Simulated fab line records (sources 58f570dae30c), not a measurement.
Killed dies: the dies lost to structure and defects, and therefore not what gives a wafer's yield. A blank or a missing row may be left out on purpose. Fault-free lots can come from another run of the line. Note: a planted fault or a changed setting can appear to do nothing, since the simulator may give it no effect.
What tool caused it? + flow berkeley-cmos170 + Sampling: 15 lots, 45 wafers, 2 of 331 route steps

== WHAT THE GAUGES SHOWED, per wafer ==
UCB170_PWELL_OVL_MEAS_13.
| lot  | measured    | on         | PWELL_OVL (nm) |
|------|-------------|------------|----------------|
| L517 | day 3 06:19 | overlay-02 | 4 6 6          |
| L518 | day 3 13:55 | overlay-01 | -1 1 -6        |
| L519 | day 3 21:16 | overlay-02 | 8 14 2         |
| L520 | day 3 21:48 | overlay-02 | -1 -2 0        |
| L521 | day 4 09:14 | overlay-01 | -1 1 2         |
| L523 | day 4 13:36 | overlay-02 | 14 1 10        |
| L522 | day 4 13:52 | overlay-01 | 2 4 -1         |
| L527 | day 5 06:05 | overlay-01 | 11 15 3        |
| L529 | day 5 16:59 | overlay-01 | -12 -7 -7      |
| L530 | day 6 02:35 | overlay-01 | 1 5 8          |
| L532 | day 6 14:08 | overlay-02 | 6 9 10         |
| L534 | day 7 00:20 | overlay-02 | -2 2 2         |
| L535 | day 7 00:25 | overlay-01 | 5 12 5         |
| L538 | day 7 16:27 | overlay-02 | -3 7 6         |
| L539 | day 8 06:11 | overlay-01 | 1 -3 1         |

UCB170_ACTIVE_CD_MEAS_13: the cd target is 1200 nm.
| lot  | measured    | on        | cd-nm (nm)           |
|------|-------------|-----------|----------------------|
| L517 | day 4 15:16 | cd-sem-02 | 1200.2 1198.7 1199.6 |
| L518 | day 4 22:26 | cd-sem-02 | 1199.2 1199.1 1199.1 |
| L519 | day 5 03:15 | cd-sem-02 | 1196.6 1196.4 1196.1 |
| L520 | day 5 03:12 | cd-sem-01 | 1199.0 1199.7 1198.9 |
| L521 | day 5 16:50 | cd-sem-01 | 1199.8 1199.5 1199.7 |
| L523 | day 6 01:56 | cd-sem-01 | 1200.2 1200.6 1201.7 |
| L522 | day 6 00:59 | cd-sem-01 | 1201.8 1202.1 1201.1 |
| L527 | day 6 17:53 | cd-sem-01 | 1200.4 1199.9 1201.8 |
| L529 | day 7 03:04 | cd-sem-02 | 1199.6 1200.2 1199.1 |
| L530 | day 7 17:56 | cd-sem-02 | 1199.1 1200.2 1200.4 |
| L532 | day 8 14:47 | cd-sem-02 | 1204.3 1202.5 1200.1 |
| L534 | day 9 01:07 | cd-sem-02 | 1200.9 1201.7 1201.8 |
| L535 | day 9 01:08 | cd-sem-01 | 1202.6 1203.5 1201.8 |
| L538 | day 9 14:29 | cd-sem-02 | 1196.5 1197.1 1197.9 |
| L539 | day 9 22:00 | cd-sem-01 | 1201.4 1201.4 1201.3 |

== EACH LOT AND THE TOOL THAT RAN IT (in order: tool; ch and the chambers of the sampled wafers; start) ==
Record: no process step prior to these readings.

== WHAT THE TOOLS THEMSELVES READ (means of the sampled wafers that have a number; where no wafer has one, the mark that the record gives instead) ==
The record holds no such reading with a usual standard deviation.

== THE ANSWER, worked out from the rows above alone ==
Rule: usual is defined by the lots themselves. The widest of any qualifying gaps counts: lots, ordered by their means at a reading, are off when they make up no more than a third of the lots, leave a main group of 4 or more, and stand apart from it by 3 or more times the standard deviation of that group's means. Not used: any main group whose means are identical at the precision the tables above print for the reading. A lot without any number at a reading at which 4 lots or more have one is off too. All remaining lots with rows at the step are treated as sound. The gauges are gone through in route order, then the tools' own readings, and for those a lot's mean is taken as printed above. At the first step where some lot is off, the reading lying furthest off is the one used; lots without a number count as furthest.
No lot is off at any reading shown: from this, nothing can be told.

== WHAT THE SIMULATOR HAD PUT IN ==
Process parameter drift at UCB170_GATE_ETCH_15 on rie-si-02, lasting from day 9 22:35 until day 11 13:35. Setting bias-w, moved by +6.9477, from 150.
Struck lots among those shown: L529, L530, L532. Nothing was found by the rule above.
